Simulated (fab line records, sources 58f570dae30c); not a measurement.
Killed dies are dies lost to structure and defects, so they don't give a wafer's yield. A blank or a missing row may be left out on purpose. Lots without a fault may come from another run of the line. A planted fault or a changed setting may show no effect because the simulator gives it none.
Chamber matching | flow berkeley_cmos170 | UCB170_V1_CMP_02 on cmp-02: 4 sister chambers
The step polishes SiO2. 8 wafers are shown with their chamber, then 9 later ones without.

WAFERS WITH THEIR CHAMBER
wafer  | chamber | motor_current_A (A)
L774.1 | 2       | 15.3
L777.1 | 0       | 13.6
L777.6 | 3       | 16.2
L783.1 | 0       | 12.9
L783.4 | 3       | 15.8
L785.2 | 1       | 14.2
L785.5 | 2       | 15.8
L785.6 | 1       | 14.2

WAFERS WITHOUT THEIR CHAMBER
wafer  | motor_current_A (A)
L787.2 | 15.0
L787.3 | 14.5
L787.6 | 13.6
L792.2 | 13.6
L792.4 | 15.1
L792.6 | 15.0
L793.1 | 15.3
L793.3 | 14.3
L793.4 | 12.8

WHICH CHAMBER EACH WENT THROUGH
wafer  | from the rows above          | in truth
L787.2 | can't be placed: 2 or 1 or 3 | 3
L787.3 | 1                            | 1
L787.6 | can't be placed: 0 or 1      | 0
L792.2 | can't be placed: 0 or 1      | 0
L792.4 | can't be placed: 2 or 1 or 3 | 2
L792.6 | can't be placed: 2 or 1 or 3 | 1
L793.1 | can't be placed: 2 or 3      | 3
L793.3 | 1                            | 1
L793.4 | 0                            | 0
Placed correctly: 3 of 9. Can't be placed from these rows: 6 (the true chamber is among the candidates in 6). Placed wrongly: 0.
How it was worked out, from the rows above alone: a wafer's distance from a chamber is the root of the sum, over the readings, of the square of ((its reading less the chamber's mean) divided by the reading's scatter). The wafer belongs to the nearest chamber; if the next one is less than 2 further off, it can't be placed. A chamber's mean is the mean of its shown wafers. The scatter: the root of (the sum of the squares of (reading less its chamber's mean) over the shown wafers, divided by (wafers less chambers)).
